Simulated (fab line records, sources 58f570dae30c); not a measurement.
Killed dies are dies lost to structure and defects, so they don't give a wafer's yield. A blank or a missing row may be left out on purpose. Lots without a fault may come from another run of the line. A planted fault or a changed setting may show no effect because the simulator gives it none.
A struck lot beside a sound one | flow berkeley_cmos170 | 16 steps out of a route of 331
Sound: wafers L115.2, L115.5, L115.6. Struck: wafers L127.1, L127.5, L127.6. The cause comes at the end.
At each step with rows: each side's tool, then ch and its chambers, then its first start. Under that, the readings that differ: sound wafers | struck wafers | difference of the means | sigmas: that difference in standard deviations of wafers without a fault.
alike: readings whose means differ by less than 2 such deviations, and words and numbers that are the same on both sides. not compared: withheld readings, readings that some wafer has no value for, bounds like >300 that may hide the same value, and numbers for which the record gives no deviation and whose values overlap.
The two part at a step that has a row with sigmas, a row that says differs or no value, or rows on one side only. Numbers that don't overlap but have no deviation are shown without sigmas and don't part them. A reading that every wafer of one side lacks parts them only if that side has two wafers or more.

UCB170_V1_CMP_02: polishes SiO2.
  sound on cmp-02 ch 0,1,3, day 8 09:20; struck on cmp-01 ch 2,3, day 11 05:19
  alike: motor_current_A
UCB170_V1_BOW_MEAS_03:
  sound on film_metro-03, day 8 09:34; struck on film_metro-04, day 11 05:34
  alike: V1_BOW
UCB170_V1_THK_MEAS_04:
  sound on film_metro-03, day 8 09:40; struck on film_metro-04, day 11 05:41
  reading              | sound             | struck               | difference | sigmas
  V1_POLISHED_THK (nm) | 999.3 999.7 997.6 | 1001.9 1002.0 1000.9 | +2.7       | +2
then, 7 steps without rows for these wafers: UCB170_V1_CLEAN_05 (cleans in DIW); UCB170_V1_HMDS_06 (prime time 60 s); UCB170_V1_COAT_07 (resist thk 900 nm); UCB170_V1_SOFTBAKE_08 (time 60 s); UCB170_V1_EXPOSE_09 (exposes mask VIA1, target cd 700 nm); UCB170_V1_PEB_10; UCB170_V1_DEVELOP_11 (develop time 45 s).
UCB170_V1_CD_MEAS_12: target cd 700 nm.
  sound on cd_sem-01, day 8 11:09; struck on cd_sem-02, day 11 06:46
  alike: cd_nm
UCB170_V1_OVL_MEAS_13:
  sound on overlay-01, day 8 11:15; struck on overlay-01, day 11 06:53
  alike: V1_OVL
UCB170_V1_ETCH_14: etches SiO2 in CHF3/CF4/Ar, stops on Al, target depth 1250 nm, time 291 s.
  sound on rie_diel-03 ch 0,3, day 8 11:17; struck on rie_diel-01 ch 1,2,3, day 11 06:55
  reading                             | sound             | struck            | difference | sigmas
  oes_product_au (a.u.)               | 0.888 0.873 0.881 | 0.829 0.817 0.822 | -0.058     | -6
  run_length_s (s)                    | 319.0 319.2 319.2 | 349.9 350.5 349.7 | +30.9      | +64
  model.KrF_of_V1_COAT_07.thk_nm (nm) | 611.8 614.5 610.6 | 578.6 582.8 581   | -31.5      |
  alike: drypump_motor_current_A, throttle_valve_pct
  not compared: rf_hours_counter_h
UCB170_V1_STRIP_15: strips in O2.
  sound on plasma_asher-04 ch 0,1, day 8 11:28; struck on plasma_asher-04 ch 0,1, day 11 07:06
  reading                      | sound             | struck            | difference | sigmas
  strip_time_to_endpoint_s (s) | 15.36 15.42 15.34 | 14.56 14.67 14.63 | -0.75      | -8
  alike: drypump_motor_current_A, oes_product_au
  not compared: rf_hours_counter_h
UCB170_V1_CD_MEAS_90: target cd 700 nm.
  sound on cd_sem-02, day 8 11:35; struck on cd_sem-02, day 11 07:12
  alike: cd_nm
UCB170_M3_PROBE_99:
  the record has rows for the sound wafers here (prober-01, day 8 20:55) and none for the struck ones

WHERE THEY PART
First at UCB170_V1_THK_MEAS_04; last, within this record, at UCB170_M3_PROBE_99.

WHY: what the simulator had put in
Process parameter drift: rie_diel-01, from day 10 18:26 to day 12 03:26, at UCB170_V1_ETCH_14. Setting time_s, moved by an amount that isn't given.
